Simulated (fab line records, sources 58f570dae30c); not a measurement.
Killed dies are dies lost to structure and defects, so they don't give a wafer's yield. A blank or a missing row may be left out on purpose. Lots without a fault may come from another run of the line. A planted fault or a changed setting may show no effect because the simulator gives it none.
Problem report in the 8D (eight disciplines) form, filled by code | flow berkeley_cmos170 | the parts of the form that need people (team, actions taken, sign-off) are left out

1. THE PROBLEM
NWELL_OXIDE_THK at UCB170_NWELL_THK_MEAS_02 reads a mean of 23.6 nm on 6 wafers of 2 lots; wafers without a fault read 26.3 nm with a standard deviation of 0.47. That is -5.8 standard deviations from the usual mean.
First seen on wafer L733.3, day 5 19:28, on film_metro-04. The record holds 42 wafers of 14 lots with a number at this step. Rule for "out", or "out of limits": more than 4 standard deviations from the usual mean. The other wafers with a number count as sound.

2. WHAT IT IS AND WHAT IT IS NOT
question                    | is                           | is not
which readings at this step | NWELL_OXIDE_THK              | -
which lots                  | L733, L734                   | L718, L719, L721, L722, L723, L724, L725, L726, L727, L729, L731, L739
which wafers of those lots  | all that have a number       | -
read on which gauges        | film_metro-01, film_metro-04 | film_metro-03
when                        | from day 5 19:28             | up to then (33 sound wafers); but 3 sound wafers of L739 came after

3. SUSPECTS, AND WHAT RULES EACH OUT
Counting: a tool at a process step up to the reading stays a suspect if it ran every lot that is out and no sound lot after the first of them.
- the gauge at UCB170_NWELL_THK_MEAS_02: ruled out. The wafers that are out were read on 2 gauges (film_metro-01, film_metro-04).
- furnace-02 at UCB170_NWELL_OXIDATION_01 (target thk 26.4 nm, ox time 1260 s): kept. It ran every lot that is out, first L733 (day 5 18:06), and no sound lot after that; its last sound lot up to then is L731 (day 5 03:09).
Left after counting: furnace-02 at UCB170_NWELL_OXIDATION_01.

4. THE CAUSE (what the simulator had put in)
Process parameter drift: furnace-02, from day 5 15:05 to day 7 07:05, at UCB170_NWELL_OXIDATION_01. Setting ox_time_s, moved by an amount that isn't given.
Counting left only this tool.

5. THE CHAIN OF EFFECTS, in route order
Each row: a reading whose mean over the struck wafers that have a number lies more than 3 standard deviations from the usual. Only readings for which the record gives a usual standard deviation are gone through. hours: the time from each lot's start at the first step in this table that gives one to its start at this step, as a median over the lots. sigmas: the change in usual standard deviations.
hours | step                     | reading         | usual   | on struck wafers | change | sigmas
0     | UCB170_NWELL_THK_MEAS_02 | NWELL_OXIDE_THK | 26.3 nm | 23.6             | -2.7   | -5.8
Later measuring or inspecting steps at which every struck wafer that the step has a row for has a number for every such reading, and none has moved that far: UCB170_PWELL_THK_MEAS_03, UCB170_ACTIVE_THK_MEAS_03.

6. WHAT WOULD HAVE CAUGHT IT SOONER
In this record the first reading out of limits at a measuring or inspecting step was taken at day 5 19:28, 4 hours after the fault began at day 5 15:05.
Of the tool readings at UCB170_NWELL_OXIDATION_01 for which the record gives a usual standard deviation, none was out on any struck wafer, so an alarm limit of 4 standard deviations on them would not have fired.
All the lots that are out (2) had begun UCB170_NWELL_OXIDATION_01 on furnace-02 by day 5 19:28. A hold on the tool at that time would have spared none of them.
